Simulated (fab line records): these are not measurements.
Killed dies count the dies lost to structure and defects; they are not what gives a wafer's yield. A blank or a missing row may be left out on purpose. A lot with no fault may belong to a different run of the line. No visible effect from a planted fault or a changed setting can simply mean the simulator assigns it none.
fab line records    flow ritCmos
[record] lots = 14  wafers = 42  lastDay = 8
route steps=202 shown FOX2@80 GATE@93 SPACER@129 PSD@150 M1@202
lots that met no fault: taken from a fault-free run of the same line
startH: start of the lot's first displayed wafer, in hours after the record's first day    waitH: hours elapsed since this lot's preceding step    " repeats the value in the row above    L1.1+2: a row that stands for several wafers    - no value, or no start given    * or withheld: withheld    < > ~ a bound
route shown NAME@n: NAME is a module with steps in the file, n the number in the route of the first one    usual: the fault-free wafers' mean and standard deviation    same: alike in all rows    chamber/n: place in a boat    sites: per-site readings    _std_site: how widely they spread, as a standard deviation    _edge_site: outer sites' mean less inner sites'    radiusMm: for every site, how far away it sits from the centre of the wafer    mask NAME#n: copy n    behind: the tool/chamber that last shaped the wafer    hold: reason for holding the lot/hours on hold/outcome of the hold    device: whichever transistor did not switch (one of n, p or np)    end of line: tests run on the same wafers once the route is complete    a step without rows: its recipe alone    killed: at the first sort, the dies lost to defects and structure; wafer yield is something else    map: per-die view of a wafer (x killed, . not killed, _ where there is no die)
set.NAME: setting as actually run; set.NAME@STEP: the setting as run at that earlier step    model.NAME: the simulator's own value behind a step, which no gauge read
a sample of lots followed through the steps of the route, with each step as a table and each wafer as a row
services: a tool's chamber out of use, with start hour (startH, from the record's first day; less than 0 if before it), hours out, and reason
[[steps]]
[step RIT_FOX2_THK_MEAS_91]
[recipe] reads = SiO2_of_FOX2_OXIDATION_00
[usual] FIELD_OXIDE_LEFT_2_THK = 257/6.4
lot.wafer  tool          chamber  startH  waitH  FIELD_OXIDE_LEFT_2_THK[nm]
L203.2     filmMetro-04  -        49.21   0.0    260
L203.5     "             -        "       "      263
L203.6     "             -        "       "      265
L204.3     filmMetro-04  -        57.42   0.0    256
L204.4     "             -        "       "      253
L204.6     "             -        "       "      266
L205.1     filmMetro-03  -        62.30   0.0    260
L205.3     "             -        "       "      259
L205.5     "             -        "       "      259
L206.3     filmMetro-04  -        66.15   0.0    258
L206.4     "             -        "       "      262
L206.6     "             -        "       "      269
L207.1     filmMetro-03  -        76.83   0.0    256
L207.2     "             -        "       "      257
L207.3     "             -        "       "      255
L208.1     filmMetro-04  -        80.93   0.0    260
L208.5     "             -        "       "      256
L208.6     "             -        "       "      258
L209.1     filmMetro-03  -        84.68   0.0    244
L209.2     "             -        "       "      249
L209.5     "             -        "       "      246
L211.2     filmMetro-01  -        92.78   0.0    251
L211.3     "             -        "       "      246
L211.6     "             -        "       "      251
L214.3     filmMetro-01  -        108.02  0.0    256
L214.4     "             -        "       "      256
L214.6     "             -        "       "      251
L215.2     filmMetro-01  -        113.87  0.0    263
L215.3     "             -        "       "      261
L215.6     "             -        "       "      263
L220.1     filmMetro-01  -        137.47  0.0    259
L220.2     "             -        "       "      264
L220.6     "             -        "       "      262
L221.4     filmMetro-01  -        148.13  0.0    263
L221.5     "             -        "       "      257
L221.6     "             -        "       "      255
L222.2     filmMetro-01  -        153.22  0.0    251
L222.3     "             -        "       "      247
L222.5     "             -        "       "      250
L223.2     filmMetro-03  -        161.98  0.0    252
L223.3     "             -        "       "      254
L223.5     "             -        "       "      254
[step RIT_GATE_OVL_MEAS_17]
[usual] GATE_OVL = -0.2/1.3
lot.wafer  tool        chamber  startH  waitH  GATE_OVL[nm]
L203.2     overlay-02  -        58.67   0.1    1.5
L203.5     "           -        "       "      1.4
L203.6     "           -        "       "      0.4
L204.3     overlay-02  -        69.60   0.1    2.2
L204.4     "           -        "       "      -0.7
L204.6     "           -        "       "      -1.5
L206.3     overlay-02  -        71.09   0.1    -1.1
L206.4     "           -        "       "      -1.9
L206.6     "           -        "       "      -2.0
L205.1     overlay-02  -        71.60   0.1    1.0
L205.3     "           -        "       "      1.0
L205.5     "           -        "       "      0.7
L207.1     overlay-02  -        84.42   0.1    2.9
L207.2     "           -        "       "      2.5
L207.3     "           -        "       "      1.6
L208.1     overlay-02  -        86.97   0.1    -0.5
L208.5     "           -        "       "      0.8
L208.6     "           -        "       "      -0.1
L209.1     overlay-01  -        92.62   0.1    0.0
L209.2     "           -        "       "      -0.8
L209.5     "           -        "       "      -0.3
L211.2     overlay-02  -        99.62   0.1    -1.4
L211.3     "           -        "       "      -1.7
L211.6     "           -        "       "      -1.7
L214.3     overlay-02  -        120.56  0.1    0.8
L214.4     "           -        "       "      1.8
L214.6     "           -        "       "      -1.7
L215.2     overlay-02  -        122.99  0.1    -0.5
L215.3     "           -        "       "      -0.3
L215.6     "           -        "       "      0.8
L220.1     overlay-01  -        148.21  0.1    1.9
L220.2     "           -        "       "      1.5
L220.6     "           -        "       "      1.8
L221.4     overlay-01  -        157.74  0.1    -0.5
L221.5     "           -        "       "      -1.1
L221.6     "           -        "       "      -1.9
L222.2     overlay-01  -        163.06  0.1    -1.7
L222.3     "           -        "       "      0.3
L222.5     "           -        "       "      -1.0
L223.2     overlay-02  -        173.82  0.1    -1.3
L223.3     "           -        "       "      -1.5
L223.5     "           -        "       "      -1.5
[step RIT_SPACER_THK_MEAS_04]
[recipe] reads = Si3N4_of_SPACER_CVD_03
[usual] SPACER_NITRIDE_THK = 250.2/2.4
lot.wafer  tool          chamber  startH  waitH  SPACER_NITRIDE_THK[nm]
L203.2     filmMetro-03  -        73.45   0.0    248.9
L203.5     "             -        "       "      253.3
L203.6     "             -        "       "      249.5
L204.3     filmMetro-02  -        79.66   0.0    249.8
L204.4     "             -        "       "      249.4
L204.6     "             -        "       "      249.8
L205.1     filmMetro-04  -        82.52   0.0    253.5
L205.3     "             -        "       "      249.8
L205.5     "             -        "       "      250.7
L206.3     filmMetro-03  -        82.54   0.0    246.6
L206.4     "             -        "       "      247.3
L206.6     "             -        "       "      247.6
L207.1     filmMetro-02  -        98.36   0.0    253.2
L207.2     "             -        "       "      253.7
L207.3     "             -        "       "      254.8
L208.1     filmMetro-02  -        101.23  0.0    252.2
L208.5     "             -        "       "      253.9
L208.6     "             -        "       "      253.4
L209.1     filmMetro-02  -        104.11  0.0    251.2
L209.2     "             -        "       "      251.1
L209.5     "             -        "       "      248.9
L211.2     filmMetro-03  -        114.98  0.0    247.1
L211.3     "             -        "       "      249.0
L211.6     "             -        "       "      247.9
L214.3     filmMetro-02  -        133.40  0.0    249.1
L214.4     "             -        "       "      247.7
L214.6     "             -        "       "      250.0
L215.2     filmMetro-03  -        139.12  0.0    250.6
L215.3     "             -        "       "      247.3
L215.6     "             -        "       "      249.6
L220.1     filmMetro-04  -        158.61  0.0    254.0
L220.2     "             -        "       "      251.5
L220.6     "             -        "       "      253.3
L221.4     filmMetro-03  -        169.06  0.0    251.6
L221.5     "             -        "       "      250.9
L221.6     "             -        "       "      252.8
L222.2     filmMetro-04  -        173.83  0.0    250.3
L222.3     "             -        "       "      252.2
L222.5     "             -        "       "      254.1
L223.2     filmMetro-03  -        185.63  0.0    247.1
L223.3     "             -        "       "      249.1
L223.5     "             -        "       "      249.1
[step RIT_PSD_IMPLANT_08]
[recipe] species = BF2  energyKev = 27  doseCm2 = 5e+15  tiltDeg = 7
[usual] endStationPressureTorr = 1.5e-05/1.4e-06  tiltDeg = 6.999/0.017
lot.wafer  tool          chamber  startH  waitH  endStationPressureTorr  tiltDeg
L203.2     implanter-03  0        76.23   0.1    1.26e-05                6.981
L203.5     "             0        "       "      1.42e-05                7.006
L203.6     "             0        "       "      1.32e-05                6.992
L204.3     implanter-02  0        82.71   0.1    1.66e-05                6.972
L204.4     "             0        "       "      1.65e-05                6.971
L204.6     "             0        "       "      1.46e-05                7.004
L205.1     implanter-01  0        85.35   0.1    1.42e-05                7.013
L205.3     "             0        "       "      1.44e-05                7.015
L205.5     "             0        "       "      1.49e-05                7.012
L206.3     implanter-02  0        85.67   0.1    1.72e-05                7.024
L206.4     "             0        "       "      1.58e-05                6.967
L206.6     "             0        "       "      1.62e-05                6.975
L207.1     implanter-02  0        101.15  0.1    1.57e-05                6.985
L207.2     "             0        "       "      1.63e-05                6.973
L207.3     "             0        "       "      1.7e-05                 7.005
L208.1     implanter-02  0        104.02  0.1    1.5e-05                 6.976
L208.5     "             0        "       "      1.75e-05                7.005
L208.6     "             0        "       "      1.69e-05                6.977
L209.1     implanter-01  0        106.94  0.1    1.5e-05                 7.007
L209.2     "             0        "       "      1.41e-05                6.995
L209.5     "             0        "       "      1.46e-05                6.985
L211.2     implanter-01  0        117.82  0.1    1.49e-05                7.017
L211.3     "             0        "       "      1.39e-05                6.991
L211.6     "             0        "       "      1.44e-05                6.999
L214.3     implanter-02  0        136.10  0.1    1.43e-05                7.013
L214.4     "             0        "       "      1.44e-05                7.041
L214.6     "             0        "       "      1.54e-05                7.026
L215.2     implanter-01  0        142.12  0.1    1.46e-05                7.011
L215.3     "             0        "       "      1.37e-05                6.961
L215.6     "             0        "       "      1.38e-05                7.005
L220.1     implanter-02  0        161.92  0.1    9.84e-05                7.036
L220.2     "             0        "       "      9.99e-05                7.006
L220.6     "             0        "       "      0.0001011               7.019
L221.4     implanter-02  0        171.95  0.1    0.0001032               6.987
L221.5     "             0        "       "      0.0001107               7.003
L221.6     "             0        "       "      0.0001153               6.991
L222.2     implanter-01  0        176.64  0.1    1.42e-05                7.015
L222.3     "             0        "       "      1.48e-05                7.011
L222.5     "             0        "       "      1.61e-05                7.009
L223.2     implanter-01  0        188.61  0.1    1.57e-05                6.987
L223.3     "             0        "       "      1.42e-05                6.991
L223.5     "             0        "       "      1.48e-05                7.003
[step RIT_PSD_TW_MEAS_10]
[usual] PSD_TW = 3441/24
lot.wafer  tool          chamber  startH  waitH  PSD_TW
L203.2     filmMetro-01  -        76.54   0.1    3413
L203.5     "             -        "       "      3414
L203.6     "             -        "       "      3401
L204.3     filmMetro-02  -        83.00   0.1    3418
L204.4     "             -        "       "      3414
L204.6     "             -        "       "      3427
L205.1     filmMetro-01  -        85.68   0.1    3404
L205.3     "             -        "       "      3431
L205.5     "             -        "       "      3429
L206.3     filmMetro-02  -        85.97   0.1    3425
L206.4     "             -        "       "      3432
L206.6     "             -        "       "      3431
L207.1     filmMetro-03  -        101.47  0.1    3434
L207.2     "             -        "       "      3456
L207.3     "             -        "       "      3455
L208.1     filmMetro-03  -        104.35  0.1    3456
L208.5     "             -        "       "      3449
L208.6     "             -        "       "      3480
L209.1     filmMetro-02  -        107.27  0.1    3444
L209.2     "             -        "       "      3444
L209.5     "             -        "       "      3444
L211.2     filmMetro-02  -        118.13  0.1    3413
L211.3     "             -        "       "      3439
L211.6     "             -        "       "      3435
L214.3     filmMetro-03  -        136.39  0.1    3441
L214.4     "             -        "       "      3453
L214.6     "             -        "       "      3462
L215.2     filmMetro-03  -        142.43  0.1    3429
L215.3     "             -        "       "      3449
L215.6     "             -        "       "      3419
L220.1     filmMetro-02  -        162.25  0.1    3536
L220.2     "             -        "       "      3547
L220.6     "             -        "       "      3527
L221.4     filmMetro-01  -        172.23  0.1    3478
L221.5     "             -        "       "      3478
L221.6     "             -        "       "      3470
L222.2     filmMetro-03  -        176.95  0.1    3436
L222.3     "             -        "       "      3440
L222.5     "             -        "       "      3461
L223.2     filmMetro-03  -        188.92  0.1    3459
L223.3     "             -        "       "      3464
L223.5     "             -        "       "      3447
[step RIT_SDANNEAL_RS_MEAS_04]
[recipe] thkMeasGauge = four-point-probe
[usual] PSD_RS = 115.9/0.31
lot.wafer  tool          chamber  startH  waitH  PSD_RS[ohm/sq]
L203.2     filmMetro-01  -        77.07   0.1    116.1
L203.5     "             -        "       "      116.0
L203.6     "             -        "       "      116.1
L204.3     filmMetro-03  -        83.51   0.1    115.7
L204.4     "             -        "       "      115.8
L204.6     "             -        "       "      115.9
L205.1     filmMetro-03  -        86.22   0.1    115.4
L205.3     "             -        "       "      115.7
L205.5     "             -        "       "      115.8
L206.3     filmMetro-02  -        86.47   0.1    116.0
L206.4     "             -        "       "      115.6
L206.6     "             -        "       "      115.8
L207.1     filmMetro-02  -        102.02  0.1    115.9
L207.2     "             -        "       "      116.1
L207.3     "             -        "       "      116.0
L208.1     filmMetro-02  -        104.83  0.0    115.6
L208.5     "             -        "       "      115.5
L208.6     "             -        "       "      115.8
L209.1     filmMetro-03  -        107.81  0.1    115.9
L209.2     "             -        "       "      116.0
L209.5     "             -        "       "      115.5
L211.2     filmMetro-02  -        118.63  0.1    116.0
L211.3     "             -        "       "      116.0
L211.6     "             -        "       "      116.1
L214.3     filmMetro-03  -        136.91  0.1    115.8
L214.4     "             -        "       "      115.6
L214.6     "             -        "       "      115.9
L215.2     filmMetro-03  -        142.95  0.1    115.8
L215.3     "             -        "       "      116.0
L215.6     "             -        "       "      116.3
L220.1     filmMetro-01  -        162.73  0.0    112.8
L220.2     "             -        "       "      112.5
L220.6     "             -        "       "      112.6
L221.4     filmMetro-01  -        172.76  0.1    112.3
L221.5     "             -        "       "      112.2
L221.6     "             -        "       "      112.2
L222.2     filmMetro-01  -        177.44  0.1    116.3
L222.3     "             -        "       "      115.9
L222.5     "             -        "       "      116.1
L223.2     filmMetro-02  -        189.45  0.1    115.7
L223.3     "             -        "       "      115.9
L223.5     "             -        "       "      115.6
[step RIT_M1_PROBE_99]
[usual] killedAtContacts = 0.0/0.16  killedAtFrontEnd = 7/3.1  killedDies = 7/3.1  killedOpen = 3.6/2.2  killedShort = 3.4/2.1
[same] grossDies = 264  killed_at_M0_to_M3 = 0  killed_at_M4_up = 0  killedAtBackSide = 0  killedAtOther = 0
lot.wafer  tool       chamber  startH  waitH  killedAtContacts  killedAtFrontEnd  killedDies  killedOpen  killedShort
L203.2     prober-02  -        84.37   0.1    0                 7                 7           3           4
L203.5     prober-02  -        84.52   0.2    0                 8                 8           6           2
L203.6     prober-02  -        84.57   0.2    0                 4                 4           1           3
L204.3     prober-01  -        91.16   0.2    0                 7                 7           5           2
L204.4     prober-01  -        91.21   0.2    0                 9                 9           7           2
L204.6     prober-01  -        91.31   0.2    0                 8                 8           5           3
L205.1     prober-02  -        93.61   0.1    0                 7                 7           5           2
L205.3     prober-02  -        93.71   0.2    0                 13                13          9           4
L205.5     prober-02  -        93.81   0.2    1                 3                 4           1           3
L206.3     prober-01  -        95.21   0.2    0                 6                 6           4           2
L206.4     prober-01  -        95.26   0.2    0                 2                 2           1           1
L206.6     prober-01  -        95.36   0.2    0                 5                 5           3           2
L207.1     prober-02  -        109.49  0.1    0                 6                 6           5           1
L207.2     prober-02  -        109.54  0.1    0                 7                 7           6           1
L207.3     prober-02  -        109.59  0.2    0                 3                 3           1           2
L208.1     prober-01  -        112.51  0.1    0                 6                 6           2           4
L208.5     prober-01  -        112.71  0.2    0                 10                10          6           4
L208.6     prober-01  -        112.76  0.2    0                 5                 5           2           3
L209.1     prober-02  -        115.19  0.1    0                 10                10          7           3
L209.2     prober-02  -        115.24  0.1    0                 11                11          7           4
L209.5     prober-02  -        115.39  0.2    0                 5                 5           2           3
L211.2     prober-02  -        126.17  0.1    0                 6                 6           2           4
L211.3     prober-02  -        126.22  0.2    0                 8                 8           4           4
L211.6     prober-02  -        126.37  0.2    0                 6                 6           5           1
L214.3     prober-01  -        144.70  0.2    0                 7                 7           5           2
L214.4     prober-01  -        144.75  0.2    0                 7                 7           5           2
L214.6     prober-01  -        144.85  0.2    0                 9                 9           6           3
L215.2     prober-02  -        150.37  0.1    0                 5                 5           2           3
L215.3     prober-02  -        150.42  0.2    0                 4                 4           4           0
L215.6     prober-02  -        150.57  0.2    0                 9                 9           6           3
L220.1     prober-02  -        171.51  0.1    0                 6                 6           4           2
L220.2     prober-02  -        171.56  0.1    0                 7                 7           2           5
L220.6     prober-02  -        171.76  0.2    0                 10                10          5           5
L221.4     prober-01  -        180.28  0.2    0                 6                 6           3           3
L221.5     prober-01  -        180.33  0.2    0                 7                 7           3           4
L221.6     prober-01  -        180.38  0.2    1                 9                 10          7           3
L222.2     prober-02  -        185.07  0.1    0                 6                 6           5           1
L222.3     prober-02  -        185.12  0.2    0                 1                 1           1           0
L222.5     prober-02  -        185.22  0.2    0                 7                 7           3           4
L223.2     prober-01  -        197.33  0.1    0                 7                 7           4           3
L223.3     prober-01  -        197.38  0.2    0                 5                 5           0           5
L223.5     prober-01  -        197.48  0.2    0                 7                 7           0           7
// killed by level:class
L203.2 GATE:geometricParticle:short=3 GATE:geometricParticle:open=2 FOX1:geometricParticle:short=1 REOX:geometricParticle:open=1
L203.5 GATE:geometricParticle:open=4 REOX:geometricParticle:open=2 GATE:geometricParticle:short=1 SILICIDE:geometricParticle:short=1
L203.6 GATE:geometricParticle:short=2 FOX1:geometricParticle:short=1 GATE:geometricParticle:open=1
L204.3 SILICIDE:geometricParticle:open=3 GATE:geometricParticle:open=2 GATE:geometricParticle:short=1 SPACER:geometricParticle:short=1
L204.4 SILICIDE:geometricParticle:open=3 GATE:geometricParticle:open=2 FOX1:geometricParticle:short=1 FOX1:geometricParticle:open=1 FOX2:geometricParticle:open=1 SILICIDE:geometricParticle:short=1
L204.6 GATE:geometricParticle:open=2 GATE:geometricParticle:short=2 FOX1:geometricParticle:short=1 FOX2:geometricParticle:open=1 REOX:geometricParticle:open=1 SILICIDE:geometricParticle:open=1
L205.1 GATE:geometricParticle:open=2 FOX1:geometricParticle:open=1 REOX:geometricParticle:short=1 REOX:geometricParticle:open=1 SPACER:geometricParticle:short=1 SILICIDE:geometricParticle:open=1
L205.3 GATE:geometricParticle:open=4 FOX2:geometricParticle:open=2 ACTIVE:geometricParticle:open=1 FOX1:geometricParticle:short=1 FOX2:geometricParticle:short=1 GATE:geometricParticle:short=1 SPACER:geometricParticle:short=1 SPACER:geometricParticle:open=1
L205.5 GATE:geometricParticle:short=2 REOX:geometricParticle:short=1 CONTACT:geometricParticle:open=1
L206.3 REOX:geometricParticle:open=2 GATE:geometricParticle:short=1 SPACER:geometricParticle:short=1 SPACER:geometricParticle:open=1 SILICIDE:geometricParticle:open=1
L206.4 FOX2:geometricParticle:short=1 GATE:geometricParticle:open=1
L206.6 GATE:geometricParticle:short=2 FOX1:geometricParticle:open=1 FOX2:geometricParticle:open=1 REOX:geometricParticle:open=1
L207.1 GATE:geometricParticle:open=3 SILICIDE:geometricParticle:open=2 SILICIDE:geometricParticle:short=1
L207.2 SILICIDE:geometricParticle:open=3 GATE:geometricParticle:open=2 REOX:geometricParticle:open=1 SPACER:geometricParticle:short=1
L207.3 FOX1:geometricParticle:open=1 GATE:geometricParticle:short=1 REOX:geometricParticle:short=1
L208.1 SILICIDE:geometricParticle:short=3 GATE:geometricParticle:open=1 GATE:geometricParticle:short=1 REOX:geometricParticle:open=1
L208.5 GATE:geometricParticle:open=5 GATE:geometricParticle:short=2 FOX1:geometricParticle:short=1 SPACER:geometricParticle:open=1 SILICIDE:geometricParticle:short=1
L208.6 GATE:geometricParticle:short=2 FOX1:geometricParticle:open=1 GATE:geometricParticle:open=1 REOX:geometricParticle:short=1
L209.1 GATE:geometricParticle:open=3 SPACER:geometricParticle:open=2 FOX2:geometricParticle:short=1 REOX:geometricParticle:short=1 REOX:geometricParticle:open=1 SILICIDE:geometricParticle:short=1 SILICIDE:geometricParticle:open=1
L209.2 GATE:geometricParticle:short=2 REOX:geometricParticle:open=2 SPACER:geometricParticle:open=2 FOX1:geometricParticle:open=1 FOX2:geometricParticle:open=1 FOX2:geometricParticle:short=1 GATE:geometricParticle:open=1 REOX:geometricParticle:short=1
L209.5 GATE:geometricParticle:short=2 GATE:geometricParticle:open=1 SILICIDE:geometricParticle:open=1 SILICIDE:geometricParticle:short=1
L211.2 FOX1:geometricParticle:short=1 GATE:geometricParticle:open=1 GATE:geometricParticle:short=1 REOX:geometricParticle:open=1 REOX:geometricParticle:short=1 SPACER:geometricParticle:short=1
L211.3 GATE:geometricParticle:short=3 GATE:geometricParticle:open=3 FOX1:geometricParticle:short=1 FOX2:geometricParticle:open=1
L211.6 SILICIDE:geometricParticle:open=2 REOX:geometricParticle:short=1 FOX1:geometricParticle:open=1 REOX:geometricParticle:open=1 SPACER:geometricParticle:open=1
L214.3 GATE:geometricParticle:open=3 FOX1:geometricParticle:open=2 FOX1:geometricParticle:short=1 SILICIDE:geometricParticle:short=1
L214.4 SPACER:geometricParticle:open=3 FOX2:geometricParticle:open=1 FOX2:geometricParticle:short=1 GATE:geometricParticle:open=1 SILICIDE:geometricParticle:short=1
L214.6 GATE:geometricParticle:open=4 FOX2:geometricParticle:short=2 FOX1:geometricParticle:open=1 SPACER:geometricParticle:short=1 SPACER:geometricParticle:open=1
L215.2 GATE:geometricParticle:short=2 FOX1:geometricParticle:short=1 FOX2:geometricParticle:open=1 SILICIDE:geometricParticle:open=1
L215.3 FOX1:geometricParticle:open=1 GATE:geometricParticle:open=1 SPACER:geometricParticle:open=1 SILICIDE:geometricParticle:open=1
L215.6 FOX1:geometricParticle:open=3 GATE:geometricParticle:short=2 GATE:geometricParticle:open=1 REOX:geometricParticle:open=1 SILICIDE:geometricParticle:short=1 SILICIDE:geometricParticle:open=1
L220.1 GATE:geometricParticle:short=2 GATE:geometricParticle:open=2 FOX1:geometricParticle:open=1 REOX:geometricParticle:open=1
L220.2 GATE:geometricParticle:short=2 GATE:geometricParticle:open=2 FOX1:geometricParticle:short=1 SPACER:geometricParticle:short=1 REOX:geometricParticle:short=1
L220.6 GATE:geometricParticle:short=4 GATE:geometricParticle:open=3 FOX1:geometricParticle:open=1 SPACER:geometricParticle:short=1 SILICIDE:geometricParticle:open=1
L221.4 FOX1:geometricParticle:open=1 FOX1:geometricParticle:short=1 FOX2:geometricParticle:short=1 GATE:geometricParticle:open=1 REOX:geometricParticle:short=1 SILICIDE:geometricParticle:open=1
L221.5 GATE:geometricParticle:short=2 GATE:geometricParticle:open=2 FOX1:geometricParticle:short=1 FOX1:geometricParticle:open=1 REOX:geometricParticle:short=1
L221.6 GATE:geometricParticle:open=3 FOX1:geometricParticle:short=2 FOX1:geometricParticle:open=1 REOX:geometricParticle:open=1 SPACER:geometricParticle:short=1 SILICIDE:geometricParticle:open=1 CONTACT:geometricParticle:open=1
L222.2 GATE:geometricParticle:open=3 FOX2:geometricParticle:open=1 SPACER:geometricParticle:open=1 SILICIDE:geometricParticle:short=1
L222.3 GATE:geometricParticle:open=1
L222.5 FOX2:geometricParticle:short=3 FOX1:geometricParticle:open=1 GATE:geometricParticle:short=1 GATE:geometricParticle:open=1 SPACER:geometricParticle:open=1
L223.2 GATE:geometricParticle:open=3 GATE:geometricParticle:short=2 FOX1:geometricParticle:open=1 REOX:geometricParticle:short=1
L223.3 GATE:geometricParticle:short=3 FOX1:geometricParticle:short=1 SPACER:geometricParticle:short=1
L223.5 FOX1:geometricParticle:short=3 GATE:geometricParticle:short=2 REOX:geometricParticle:short=2
[[services]]
tool          chamber  startH  hours  kind
implanter-03  -        122.56  1.8    repair
implanter-02  -        143.38  1.5    repair
implanter-02  -        164.33  2.8    repair
implanter-01  -        175.36  1.1    repair
implanter-02  -        175.70  21.3   repair
[[key]]
[firstSign] step = RIT_PSD_IMPLANT_08  reading = endStationPressureTorr  direction = up  sigmas = 65  usual = 1.5e-05  struck = 0.0001047
[effect] step = RIT_PSD_TW_MEAS_10  reading = PSD_TW  direction = up  sigmas = 2.7  usual = 3441  struck = 3506
[effect] step = RIT_SDANNEAL_RS_MEAS_04  reading = PSD_RS  direction = down  sigmas = 11  usual = 115.9  struck = 112.4
metAt RIT_PSD_IMPLANT_08
struckLots L220,L221
testerLeftOut L220,L221
notActingAt RIT_FOX2_THK_MEAS_91,RIT_GATE_OVL_MEAS_17,RIT_SPACER_THK_MEAS_04
onsetBetween 136.10 161.92
[fault] kind = processParameterDrift  tool = implanter-02  chamber = -  onsetH = 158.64  steps = RIT_PSD_IMPLANT_08  channel = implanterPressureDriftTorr  offset = 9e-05  shape = step  endH = 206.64
[fault] kind = processParameterDrift  tool = implanter-02  chamber = -  onsetH = 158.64  steps = RIT_PSD_IMPLANT_08  channel = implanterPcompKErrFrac  offset = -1  shape = step  endH = 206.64
// testerLeftOut: of these lots the tester's yield and bins aren't shown, on N5 and GAA mostly nor the transistor test; their killed dies are dies lost to structure and defects alone, not to doping, threshold or leakage, so they don't give the yield
